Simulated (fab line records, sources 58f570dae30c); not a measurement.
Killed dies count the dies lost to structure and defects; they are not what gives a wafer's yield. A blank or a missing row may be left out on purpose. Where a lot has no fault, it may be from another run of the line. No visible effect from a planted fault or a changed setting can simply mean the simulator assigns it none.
2 desks, one fault    flow berkeley_cmos170    each desk holds nothing but its own numbers, with what lay behind them at the end

FOR THE TOOL OWNER'S DESK: rie_si-02
The tool's own readings at UCB170_GATE_ETCH_15 (etches poly-Si in HBr/Cl2, stops on SiO2, time 56.3 s, target depth 278.2 nm): means of the sampled wafers that have a number, for each lot that ran on this tool. Any lot whose mean is over 4 standard deviations away from the usual mean is out of limits and marked OUT; that distance is given in the brackets.
Columns: A = drypump_motor_current_A at UCB170_GATE_ETCH_15, usual 6.0 A; B = oes_product_au at UCB170_GATE_ETCH_15, usual 0.824 a.u.; C = throttle_valve_pct at UCB170_GATE_ETCH_15, usual 26.39 %
lot   first seen here  A    B      C
L302  day 7 07:59      6.4  0.827  26.14
L306  day 9 00:47      6.0  0.821  26.21
Finding of this desk: none of the 2 lots has anything out of limits.

THE METROLOGY DESK
Lot by lot, what the gauges showed, no matter which tool ran the lot: averages of those sampled wafers that carry a number. Any lot whose mean is over 4 standard deviations away from the usual mean is out of limits and marked OUT; that distance is given in the brackets.
Columns: A = GATE_POLY_THK at UCB170_GATE_THK_MEAS_05, usual 212.9 nm; B = cd_nm at UCB170_GATE_CD_MEAS_12, usual 350.0 nm; C = GATE_OVL at UCB170_GATE_OVL_MEAS_13, usual 2 nm
lot   first seen here  A      B      C
L300  day 6 21:05      209.1  351.0  -10
L302  day 7 05:26      212.4  350.7  2
L306  day 8 23:13      211.4  349.0  -3
L309  day 9 06:38      212.8  349.5  6
L318  day 11 10:10     214.6  349.0  -1
Finding of this desk: none of the 5 lots has anything out of limits.

ALL TOGETHER
Nothing out of limits was seen by the tool owner's desk.
Nothing out of limits was seen by the metrology desk.

WHAT WAS PUT IN BY THE SIMULATOR
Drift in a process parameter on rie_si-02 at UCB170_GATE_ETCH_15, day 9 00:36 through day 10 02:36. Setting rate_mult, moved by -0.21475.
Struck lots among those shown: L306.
